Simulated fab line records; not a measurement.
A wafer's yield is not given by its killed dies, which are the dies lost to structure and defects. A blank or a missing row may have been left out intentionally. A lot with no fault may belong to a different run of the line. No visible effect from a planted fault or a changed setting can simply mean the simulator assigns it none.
Which tool is to blame? / flow ritCmos / 13 lots, 39 wafers sampled, at 2 steps of a route of 202

== WHAT THE GAUGES READ, wafer by wafer ==
RIT_GATE_CD_MEAS_16: the cd target is 150 nm.
lot=L589; measured=day 2 19:35; on=cdSem-01; cdNm (nm)=154.6 151.2 155.1
lot=L593; measured=day 3 18:49; on=cdSem-01; cdNm (nm)=149.2 146.7 147.0
lot=L594; measured=day 3 18:53; on=cdSem-02; cdNm (nm)=156.0 152.9 156.4
lot=L595; measured=day 3 20:19; on=cdSem-01; cdNm (nm)=147.9 147.1 149.9
lot=L596; measured=day 4 08:41; on=cdSem-01; cdNm (nm)=151.9 152.2 152.1
lot=L597; measured=day 4 11:25; on=cdSem-02; cdNm (nm)=151.6 151.9 154.1
lot=L598; measured=day 4 16:44; on=cdSem-01; cdNm (nm)=150.2 150.5 150.3
lot=L600; measured=day 5 05:51; on=cdSem-01; cdNm (nm)=150.0 150.3 150.2
lot=L601; measured=day 5 08:53; on=cdSem-01; cdNm (nm)=148.3 150.5 150.1
lot=L603; measured=day 5 15:10; on=cdSem-02; cdNm (nm)=126.9 127.1 128.3
lot=L604; measured=day 6 11:52; on=cdSem-02; cdNm (nm)=150.2 150.3 148.4
lot=L605; measured=day 6 12:04; on=cdSem-01; cdNm (nm)=150.5 150.4 151.4
lot=L607; measured=day 6 19:15; on=cdSem-02; cdNm (nm)=148.0 148.1 148.2

== WHAT TOOL EACH LOT RAN ON (gives the tool, then ch and the chambers of the sampled wafers, and finally the start) ==
lot=L589; RIT_GATE_EXPOSE_13=ilineStepper-02 ch 0, day 2 19:11
lot=L593; RIT_GATE_EXPOSE_13=ilineStepper-02 ch 0, day 3 18:13
lot=L594; RIT_GATE_EXPOSE_13=ilineStepper-01 ch 0, day 3 18:29
lot=L595; RIT_GATE_EXPOSE_13=ilineStepper-02 ch 0, day 3 19:53
lot=L596; RIT_GATE_EXPOSE_13=ilineStepper-02 ch 0, day 4 08:05
lot=L597; RIT_GATE_EXPOSE_13=ilineStepper-01 ch 0, day 4 11:00
lot=L598; RIT_GATE_EXPOSE_13=ilineStepper-02 ch 0, day 4 16:20
lot=L600; RIT_GATE_EXPOSE_13=ilineStepper-02 ch 0, day 5 05:19
lot=L601; RIT_GATE_EXPOSE_13=ilineStepper-01 ch 0, day 5 08:29
lot=L603; RIT_GATE_EXPOSE_13=ilineStepper-01 ch 0, day 5 14:41
lot=L604; RIT_GATE_EXPOSE_13=ilineStepper-02 ch 0, day 6 11:28
lot=L605; RIT_GATE_EXPOSE_13=ilineStepper-01 ch 0, day 6 11:40
lot=L607; RIT_GATE_EXPOSE_13=ilineStepper-02 ch 0, day 6 18:51
- RIT_GATE_EXPOSE_13: exposes mask M6, target cd 150 nm.

== WHAT THE TOOLS THEMSELVES READ (means of the sampled wafers that have a number; where no wafer has one, the mark that the record gives instead) ==
RIT_GATE_EXPOSE_13.
lot=L589; tool=ilineStepper-02; focusOffsetNm (nm)=0.3
lot=L593; tool=ilineStepper-02; focusOffsetNm (nm)=-0.2
lot=L594; tool=ilineStepper-01; focusOffsetNm (nm)=-0.1
lot=L595; tool=ilineStepper-02; focusOffsetNm (nm)=-0.2
lot=L596; tool=ilineStepper-02; focusOffsetNm (nm)=0.2
lot=L597; tool=ilineStepper-01; focusOffsetNm (nm)=0.4
lot=L598; tool=ilineStepper-02; focusOffsetNm (nm)=1.0
lot=L600; tool=ilineStepper-02; focusOffsetNm (nm)=-0.4
lot=L601; tool=ilineStepper-01; focusOffsetNm (nm)=-0.3
lot=L603; tool=ilineStepper-01; focusOffsetNm (nm)=-0.4
lot=L604; tool=ilineStepper-02; focusOffsetNm (nm)=-0.0
lot=L605; tool=ilineStepper-01; focusOffsetNm (nm)=-0.4
lot=L607; tool=ilineStepper-02; focusOffsetNm (nm)=0.8

== THE ANSWER, worked out from the rows above alone ==
Rule: what is usual is taken from the lots themselves. Put in order of their means at a reading, lots are off if they are a third of the lots or fewer, leave a main group of 4 or more, and stand apart from it by a gap of 3 or more times the standard deviation of the main group's means; of several such gaps the widest counts. A main group is skipped when, at the precision printed for the reading in the tables above, its means are all equal. Also off: a lot with no number at a reading for which 4 or more lots have one. All remaining lots with rows at the step are treated as sound. After the gauges, taken in route order, come the tools' own readings; for these a lot's mean is taken, as printed above. The first step at which some lot is off is used, and at that step the reading that is off furthest; a lot without a number counts as furthest.
Off: L603, at RIT_GATE_CD_MEAS_16 (cdNm). For the main group the mean is 150.7 nm and the standard deviation 2.2.
A tool fits if, at a process step before that reading, it ran every lot that is off, and no sound lot after the first of them. The gauges at RIT_GATE_CD_MEAS_16 are tried like those tools. None of those tried fits.

== WHAT WAS PUT IN BY THE SIMULATOR ==
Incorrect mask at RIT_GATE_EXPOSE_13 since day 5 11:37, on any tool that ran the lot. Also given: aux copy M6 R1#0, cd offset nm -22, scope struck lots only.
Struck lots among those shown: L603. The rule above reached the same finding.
